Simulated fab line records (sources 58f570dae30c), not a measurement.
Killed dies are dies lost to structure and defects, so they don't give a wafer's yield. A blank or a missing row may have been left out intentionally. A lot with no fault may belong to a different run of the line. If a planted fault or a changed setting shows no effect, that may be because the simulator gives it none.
Lot-split experiment / flow berkeley_cmos170 / 5 lots, 23 wafers read, on a route of 331 steps

== THE SPLIT ==
At UCB170_WELLDRIVE_OXIDATION_01 (target thk 199 nm, ox time 9000 s), the setting ox_time_s was moved away from the recipe's 9000 s on 15 of the 23 wafers read, by -9.4% to +12.1%. This setting was run at the recipe's value on the other wafers.

The file shows no step between the split and the reading.

== THE READING ==
At UCB170_WELLDRIVE_THK_MEAS_02: WELLDRIVE_OXIDE_THK, given in nm. A value of 196 nm with a standard deviation of 3.3 nm is what fault-free wafers of this fab line usually give.

wafer=L075.1; tool, chamber at the split=-, -; ox_time_s as run, s=9956; against the recipe=+10.6%; WELLDRIVE_OXIDE_THK, nm=209; against lot-mates on the recipe=no lot-mate on the recipe
wafer=L075.2; tool, chamber at the split=-, -; ox_time_s as run, s=9956; against the recipe=+10.6%; WELLDRIVE_OXIDE_THK, nm=212; against lot-mates on the recipe=no lot-mate on the recipe
wafer=L075.3; tool, chamber at the split=-, -; ox_time_s as run, s=9956; against the recipe=+10.6%; WELLDRIVE_OXIDE_THK, nm=207; against lot-mates on the recipe=no lot-mate on the recipe
wafer=L075.4; tool, chamber at the split=-, -; ox_time_s as run, s=9956; against the recipe=+10.6%; WELLDRIVE_OXIDE_THK, nm=208; against lot-mates on the recipe=no lot-mate on the recipe
wafer=L075.5; tool, chamber at the split=-, -; ox_time_s as run, s=9956; against the recipe=+10.6%; WELLDRIVE_OXIDE_THK, nm=208; against lot-mates on the recipe=no lot-mate on the recipe
wafer=L079.1; tool, chamber at the split=-, -; ox_time_s as run, s=8150; against the recipe=-9.4%; WELLDRIVE_OXIDE_THK, nm=182; against lot-mates on the recipe=no lot-mate on the recipe
wafer=L079.2; tool, chamber at the split=-, -; ox_time_s as run, s=8150; against the recipe=-9.4%; WELLDRIVE_OXIDE_THK, nm=184; against lot-mates on the recipe=no lot-mate on the recipe
wafer=L079.3; tool, chamber at the split=-, -; ox_time_s as run, s=8150; against the recipe=-9.4%; WELLDRIVE_OXIDE_THK, nm=180; against lot-mates on the recipe=no lot-mate on the recipe
wafer=L079.4; tool, chamber at the split=-, -; ox_time_s as run, s=8150; against the recipe=-9.4%; WELLDRIVE_OXIDE_THK, nm=181; against lot-mates on the recipe=no lot-mate on the recipe
wafer=L079.6; tool, chamber at the split=-, -; ox_time_s as run, s=8150; against the recipe=-9.4%; WELLDRIVE_OXIDE_THK, nm=181; against lot-mates on the recipe=no lot-mate on the recipe
wafer=L080.2; tool, chamber at the split=furnace-02, 0; ox_time_s as run, s=9000; against the recipe=recipe; WELLDRIVE_OXIDE_THK, nm=195; against lot-mates on the recipe=-
wafer=L080.3; tool, chamber at the split=furnace-02, 0; ox_time_s as run, s=9000; against the recipe=recipe; WELLDRIVE_OXIDE_THK, nm=194; against lot-mates on the recipe=-
wafer=L080.4; tool, chamber at the split=furnace-02, 0; ox_time_s as run, s=9000; against the recipe=recipe; WELLDRIVE_OXIDE_THK, nm=197; against lot-mates on the recipe=-
wafer=L081.1; tool, chamber at the split=-, -; ox_time_s as run, s=9000; against the recipe=recipe; WELLDRIVE_OXIDE_THK, nm=194; against lot-mates on the recipe=-
wafer=L081.3; tool, chamber at the split=-, -; ox_time_s as run, s=9000; against the recipe=recipe; WELLDRIVE_OXIDE_THK, nm=195; against lot-mates on the recipe=-
wafer=L081.4; tool, chamber at the split=-, -; ox_time_s as run, s=9000; against the recipe=recipe; WELLDRIVE_OXIDE_THK, nm=198; against lot-mates on the recipe=-
wafer=L081.5; tool, chamber at the split=-, -; ox_time_s as run, s=9000; against the recipe=recipe; WELLDRIVE_OXIDE_THK, nm=193; against lot-mates on the recipe=-
wafer=L081.6; tool, chamber at the split=-, -; ox_time_s as run, s=9000; against the recipe=recipe; WELLDRIVE_OXIDE_THK, nm=196; against lot-mates on the recipe=-
wafer=L082.1; tool, chamber at the split=-, -; ox_time_s as run, s=10090; against the recipe=+12.1%; WELLDRIVE_OXIDE_THK, nm=213; against lot-mates on the recipe=no lot-mate on the recipe
wafer=L082.2; tool, chamber at the split=-, -; ox_time_s as run, s=10090; against the recipe=+12.1%; WELLDRIVE_OXIDE_THK, nm=212; against lot-mates on the recipe=no lot-mate on the recipe
wafer=L082.4; tool, chamber at the split=-, -; ox_time_s as run, s=10090; against the recipe=+12.1%; WELLDRIVE_OXIDE_THK, nm=214; against lot-mates on the recipe=no lot-mate on the recipe
wafer=L082.5; tool, chamber at the split=-, -; ox_time_s as run, s=10090; against the recipe=+12.1%; WELLDRIVE_OXIDE_THK, nm=212; against lot-mates on the recipe=no lot-mate on the recipe
wafer=L082.6; tool, chamber at the split=-, -; ox_time_s as run, s=10090; against the recipe=+12.1%; WELLDRIVE_OXIDE_THK, nm=214; against lot-mates on the recipe=no lot-mate on the recipe

FIT RESULTS
A straight line over all 23 wafers: WELLDRIVE_OXIDE_THK changes by +1.41 nm for each +1% of ox_time_s; r = +0.99; the points scatter about the line by 1.7 nm.
Too few moved wafers have a lot-mate on the recipe to fit a line with each lot's own level taken away.

== THE WHOLE CHAIN: every reading that the file lists as answering this split, in the file's order ==
step=UCB170_WELLDRIVE_OXIDATION_01; what it does=target thk 199 nm, ox time 9000 s; reading=SiO2_of_WELLDRIVE_OXIDATION_01.thk_nm (the simulator's own value, which no gauge read); change (the file's fit)=+1.4 nm for each +1% of the setting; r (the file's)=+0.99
step=UCB170_WELLDRIVE_THK_MEAS_02; what it does=; reading=WELLDRIVE_OXIDE_THK; change (the file's fit)=+1.4 for each +1% of the setting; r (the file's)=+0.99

== THE FILE'S OWN FIT ==
WELLDRIVE_OXIDE_THK changes by +1.4 nm for each +1% of ox_time_s, r = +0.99.
